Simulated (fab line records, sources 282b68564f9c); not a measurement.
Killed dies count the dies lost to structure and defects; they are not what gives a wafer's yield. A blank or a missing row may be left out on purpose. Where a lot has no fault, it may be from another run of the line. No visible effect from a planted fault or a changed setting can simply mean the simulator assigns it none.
Which tool did it? | flow rit-cmos | 14 lots with 42 wafers sampled at 4 steps, on a route of 202 steps

WHAT EACH GAUGE READ, for each wafer
RIT_NSD_OVL_MEAS_06.
lot  | measured    | on         | NSD_OVL (nm)
L525 | day 3 05:05 | overlay-01 | -0.1 -0.3 1.8
L526 | day 3 09:03 | overlay-01 | 1.1 1.3 1.5
L528 | day 3 17:28 | overlay-02 | -0.5 -0.4 -0.2
L529 | day 4 01:07 | overlay-02 | 0.2 -0.4 0.4
L530 | day 4 06:23 | overlay-01 | 2.6 1.5 1.4
L531 | day 4 09:51 | overlay-02 | 0.4 0.1 0.0
L532 | day 4 15:01 | overlay-01 | -1.1 -1.0 0.9
L533 | day 4 21:12 | overlay-01 | -0.8 -0.7 -0.6
L534 | day 5 03:52 | overlay-02 | 1.8 0.0 0.6
L537 | day 5 15:51 | overlay-01 | 2.8 3.0 1.4
L542 | day 6 14:42 | overlay-01 | 0.0 -1.5 1.5
L543 | day 6 21:04 | overlay-02 | 0.1 -1.8 -2.1
L545 | day 7 04:39 | overlay-02 | 0.8 -0.1 -0.2
L547 | day 7 17:40 | overlay-02 | -1.7 -0.5 1.4

RIT_NSD_TW_MEAS_10.
lot  | measured    | on            | NSD_TW
L525 | day 3 05:36 | film-metro-03 | 3139 3126 3123
L526 | day 3 09:34 | film-metro-03 | 3139 3124 3144
L528 | day 3 17:58 | film-metro-03 | 3128 3121 3140
L529 | day 4 01:38 | film-metro-04 | 3170 3166 3165
L530 | day 4 06:53 | film-metro-02 | 3093 3090 3086
L531 | day 4 10:22 | film-metro-03 | 3134 3117 3120
L532 | day 4 15:32 | film-metro-03 | 3121 3121 3145
L533 | day 4 21:43 | film-metro-03 | 3130 3134 3134
L534 | day 5 04:22 | film-metro-02 | 3090 3099 3109
L537 | day 5 16:22 | film-metro-02 | 3115 3107 3097
L542 | day 6 15:13 | film-metro-03 | 3119 3133 3123
L543 | day 6 21:35 | film-metro-02 | 3111 3110 3120
L545 | day 7 05:10 | film-metro-02 | 3128 3127 3132
L547 | day 7 18:10 | film-metro-04 | 3165 3178 3162

RIT_CONTACT_CD_MEAS_08: the cd target is 1000 nm.
lot  | measured    | on        | cd-nm (nm)
L525 | day 3 09:50 | cd-sem-02 | 999.4 1002.6 998.5
L526 | day 3 13:44 | cd-sem-02 | 1001.2 1002.6 1003.4
L528 | day 3 22:33 | cd-sem-02 | 998.1 997.6 997.2
L529 | day 4 05:41 | cd-sem-02 | 999.7 998.2 999.8
L530 | day 4 11:02 | cd-sem-02 | 1003.5 1003.2 1003.5
L531 | day 4 14:32 | cd-sem-02 | 1001.2 1000.5 1001.0
L532 | day 4 19:40 | cd-sem-01 | 1000.0 999.1 999.6
L533 | day 5 01:55 | cd-sem-02 | 1002.0 999.3 1003.6
L534 | day 5 08:40 | cd-sem-01 | 1006.7 1003.4 1004.4
L537 | day 5 20:28 | cd-sem-02 | 997.3 998.0 998.8
L542 | day 6 19:16 | cd-sem-02 | 999.0 999.5 998.7
L543 | day 7 02:03 | cd-sem-02 | 1002.6 1001.7 1004.1
L545 | day 7 09:16 | cd-sem-02 | 1002.1 1002.9 1003.1
L547 | day 7 22:31 | cd-sem-02 | 998.5 998.2 997.7

WHAT TOOL EACH LOT RAN ON (gives the tool, then ch and the chambers of the sampled wafers, and finally the start)
lot  | RIT_SPACER_ETCHBACK_05
L525 | rie-diel-04 ch 0,2,3, day 3 03:55
L526 | rie-diel-03 ch 0,1,2, day 3 07:55
L528 | rie-diel-04 ch 0,2, day 3 16:27
L529 | rie-diel-02 ch 0,1, day 3 23:59
L530 | rie-diel-03 ch 1,3, day 4 05:23
L531 | rie-diel-03 ch 0,1,3, day 4 08:43
L532 | rie-diel-04 ch 0,2,3, day 4 14:01
L533 | rie-diel-04 ch 0,1, day 4 20:12
L534 | rie-diel-02 ch 0,2,3, day 5 02:48
L537 | rie-diel-02 ch 0,1,3, day 5 14:44
L542 | rie-diel-03 ch 0,1,3, day 6 13:41
L543 | rie-diel-03 ch 1,2, day 6 19:56
L545 | rie-diel-02 ch 0,1,2, day 7 03:31
L547 | rie-diel-02 ch 1,2, day 7 16:39
- RIT_SPACER_ETCHBACK_05: etches Si3N4 in SF6/CHF3, stops on SiO2, target depth 250 nm, time 240 s.

AS READ BY THE TOOLS THEMSELVES (means over the sampled wafers that have a number; for cases with no such wafer, the mark the record gives instead)
RIT_SPACER_ETCHBACK_05.
lot  | tool        | drypump-motor-current-A (A) | oes-product-au (a.u.) | throttle-valve-pct (%)
L525 | rie-diel-04 | 5.9                         | 0.847                 | 10.34
L526 | rie-diel-03 | 6.1                         | 0.848                 | 10.23
L528 | rie-diel-04 | 5.7                         | 0.837                 | 10.34
L529 | rie-diel-02 | 6.2                         | 0.859                 | 10.18
L530 | rie-diel-03 | 5.6                         | 0.838                 | 10.28
L531 | rie-diel-03 | 6.0                         | 0.834                 | 10.25
L532 | rie-diel-04 | 5.9                         | 0.839                 | 10.32
L533 | rie-diel-04 | 5.9                         | 0.833                 | 10.34
L534 | rie-diel-02 | 5.8                         | 0.839                 | 10.10
L537 | rie-diel-02 | 6.2                         | 0.849                 | 10.15
L542 | rie-diel-03 | 6.0                         | 0.846                 | 10.26
L543 | rie-diel-03 | 5.7                         | 0.842                 | 10.24
L545 | rie-diel-02 | 5.9                         | 0.854                 | 10.11
L547 | rie-diel-02 | 6.1                         | 0.852                 | 10.14

THE ANSWER, worked out from the rows above alone
Rule: the lots themselves supply what counts as usual. The widest of any qualifying gaps counts: lots, ordered by their means at a reading, are off when they make up no more than a third of the lots, leave a main group of 4 or more, and stand apart from it by 3 or more times the standard deviation of that group's means. Not used: any main group whose means are identical at the precision the tables above print for the reading. Also off: a lot with no number at a reading for which 4 or more lots have one. Any other lot the step has rows for is counted as sound. Order of review: gauges by route order, followed by the tools' own readings, for which a lot's mean as printed above is used. The first step at which some lot is off is used, and at that step the reading that is off furthest; a lot without a number counts as furthest.
None of the lots is off at any reading shown; this tells nothing.

WHAT WAS PUT IN BY THE SIMULATOR
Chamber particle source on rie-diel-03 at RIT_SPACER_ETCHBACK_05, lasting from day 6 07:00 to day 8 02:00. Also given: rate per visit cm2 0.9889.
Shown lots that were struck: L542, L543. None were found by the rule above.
